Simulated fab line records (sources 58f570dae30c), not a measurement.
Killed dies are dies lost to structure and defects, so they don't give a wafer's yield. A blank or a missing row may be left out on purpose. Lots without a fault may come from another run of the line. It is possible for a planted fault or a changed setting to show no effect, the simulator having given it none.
Which of the tools did it? | flow berkeley-cmos170 | 13 lots with 39 wafers sampled at 4 steps, on a route of 331 steps

WHAT THE GAUGES SHOWED, per wafer
UCB170_PWELL_OVL_MEAS_13. Usual: PWELL_OVL gives -2 nm (standard deviation 5.6).
lot  | measured    | on         | PWELL_OVL (nm) | flag
L987 | day 3 06:46 | overlay-01 | -8 -8 -6       |
L989 | day 3 14:17 | overlay-02 | 10 11 14       |
L988 | day 3 14:34 | overlay-02 | -4 -5 -9       |
L990 | day 4 02:36 | overlay-02 | -2 3 3         |
L991 | day 4 07:47 | overlay-01 | -2 8 -5        |
L992 | day 4 07:42 | overlay-02 | -5 4 1         |
L993 | day 4 07:37 | overlay-01 | -9 -3 6        |
L994 | day 4 19:40 | overlay-01 | -10 -8 -14     |
L995 | day 4 19:56 | overlay-02 | 3 -4 2         |
L996 | day 5 05:59 | overlay-02 | -12 -4 -4      |
L997 | day 5 14:47 | overlay-01 | -7 1 -5        |
L104 | day 7 01:09 | overlay-02 | -7 -2 1        |
L106 | day 7 09:50 | overlay-01 | -5 -5 0        |

UCB170_GATE_THK_MEAS_02. Usual: GATE_OXIDE_THK gives 6.56 nm (standard deviation 0.15).
lot  | measured     | on            | GATE_OXIDE_THK (nm) | flag
L987 | day 6 15:25  | film-metro-04 | 6.91 6.86 6.93      |
L989 | day 6 22:47  | film-metro-01 | 6.35 6.40 6.39      |
L988 | day 6 22:47  | film-metro-03 | 6.54 6.48 6.51      |
L990 | day 7 16:47  | film-metro-03 | 6.61 6.54 6.37      |
L991 | day 8 01:35  | film-metro-04 | 6.75 6.70 6.62      |
L992 | day 8 01:35  | film-metro-03 | 6.79 6.83 6.78      |
L993 | day 8 01:35  | film-metro-01 | 6.67 6.69 6.68      |
L994 | day 8 14:11  | film-metro-01 | 6.51 6.58 6.56      |
L995 | day 8 14:10  | film-metro-04 | 6.47 6.64 6.41      |
L996 | day 8 23:58  | film-metro-03 | 6.69 6.63 6.59      |
L997 | day 9 10:20  | film-metro-03 | 6.77 6.64 6.65      |
L104 | day 11 01:56 | film-metro-04 | 8.50 8.65 8.56      | OFF
L106 | day 11 11:29 | film-metro-04 | 8.62 8.58 8.51      | OFF

UCB170_V2_BOW_MEAS_03. Usual: V2_BOW gives 38 um (standard deviation 7.2).
lot  | measured     | on            | V2_BOW (um) | flag
L987 | day 8 10:48  | film-metro-03 | 52 43 36    |
L989 | day 9 01:19  | film-metro-01 | 34 48 31    |
L988 | day 9 00:50  | film-metro-03 | 37 36 36    |
L990 | day 9 12:33  | film-metro-01 | 35 49 34    |
L991 | day 9 19:44  | film-metro-01 | 41 36 30    |
L992 | day 9 16:53  | film-metro-04 | 38 43 41    |
L993 | day 9 18:26  | film-metro-03 | 44 31 36    |
L994 | day 10 03:49 | film-metro-01 | 30 39 29    |
L995 | day 10 05:13 | film-metro-04 | 30 38 40    |
L996 | day 10 18:54 | film-metro-03 | 34 41 44    |
L997 | day 11 04:41 | film-metro-04 | 28 33 36    |
L104 | day 13 03:56 | film-metro-01 | 36 28 38    |
L106 | day 13 15:05 | film-metro-04 | 41 43 42    |

WHICH TOOL RAN EACH LOT (tool, then ch and the chambers of the sampled wafers, then the start)
lot  | UCB170_ZERO_STRIP_07
L987 | plasma-asher-03 ch 0,1, day 1 21:11
L989 | plasma-asher-03 ch 0,1, day 2 04:39
L988 | plasma-asher-01 ch 0,1, day 2 05:06
L990 | plasma-asher-04 ch 0,1, day 2 13:28
L991 | plasma-asher-03 ch 0,1, day 2 19:37
L992 | plasma-asher-03 ch 0,1, day 3 00:08
L993 | plasma-asher-04 ch 0,1, day 3 00:23
L994 | plasma-asher-03 ch 0,1, day 3 08:56
L995 | plasma-asher-04 ch 0,1, day 3 09:10
L996 | plasma-asher-01 ch 0,1, day 3 18:59
L997 | plasma-asher-01 ch 1, day 4 01:02
L104 | plasma-asher-03 ch 0,1, day 5 12:22
L106 | plasma-asher-03 ch 0,1, day 5 17:12
- UCB170_ZERO_STRIP_07: strips in O2.

AS READ BY THE TOOLS THEMSELVES (means over the sampled wafers that have a number; for cases with no such wafer, the mark the record gives instead)
UCB170_ZERO_STRIP_07. Usual: chamber-pressure-mTorr 3500 mTorr, standard deviation 3.2; drypump-motor-current-A 5.8 A, standard deviation 0.53; oes-product-au 0.727 a.u., standard deviation 0.0046; strip-time-to-endpoint-s 21.47 s, standard deviation 0.069.
lot  | tool            | chamber-pressure-mTorr (mTorr) | drypump-motor-current-A (A) | oes-product-au (a.u.) | strip-time-to-endpoint-s (s) | flag
L987 | plasma-asher-03 | 3499                           | 5.7                         | 0.726                 | 21.44                        |
L989 | plasma-asher-03 | 3500                           | 6.1                         | 0.729                 | 21.63                        |
L988 | plasma-asher-01 | 3501                           | 5.5                         | 0.729                 | 21.43                        |
L990 | plasma-asher-04 | 3501                           | 6.0                         | 0.726                 | 21.45                        |
L991 | plasma-asher-03 | 3502                           | 5.7                         | 0.727                 | 21.46                        |
L992 | plasma-asher-03 | 3498                           | 5.7                         | 0.727                 | 21.48                        |
L993 | plasma-asher-04 | 3502                           | 6.0                         | 0.724                 | 21.44                        |
L994 | plasma-asher-03 | 3502                           | 5.7                         | 0.724                 | 21.54                        |
L995 | plasma-asher-04 | 3501                           | 5.7                         | 0.722                 | 21.36                        |
L996 | plasma-asher-01 | 3501                           | 5.3                         | 0.728                 | 21.63                        |
L997 | plasma-asher-01 | 3500                           | 5.7                         | 0.728                 | 21.39                        |
L104 | plasma-asher-03 | 3500                           | 6.1                         | 0.728                 | 21.38                        |
L106 | plasma-asher-03 | 3502                           | 5.7                         | 0.731                 | 21.44                        |

THE ANSWER, worked out from the rows above alone
Rule: a lot counts as off when the mean over its wafers that have a number is more than 3 standard deviations away from the usual mean. Also off: a lot with no number at a reading for which 4 or more lots have one. The other lots that the step has rows for count as sound. Order of review: gauges by route order, followed by the tools' own readings, for which a lot's mean as printed above is used. At the first step where some lot is off, the reading lying furthest off is the one used; lots without a number count as furthest.
Off: L104, L106, at UCB170_GATE_THK_MEAS_02 (GATE_OXIDE_THK).
A tool fits if, at a process step before that reading, it ran every lot that is off, and no sound lot after the first of them. The gauges at UCB170_GATE_THK_MEAS_02 are tried like those tools. 2 tools fit, plasma-asher-03 at UCB170_ZERO_STRIP_07 and film-metro-04 at UCB170_GATE_THK_MEAS_02, so this cannot tell which one it is.

WHAT THE SIMULATOR PUT IN
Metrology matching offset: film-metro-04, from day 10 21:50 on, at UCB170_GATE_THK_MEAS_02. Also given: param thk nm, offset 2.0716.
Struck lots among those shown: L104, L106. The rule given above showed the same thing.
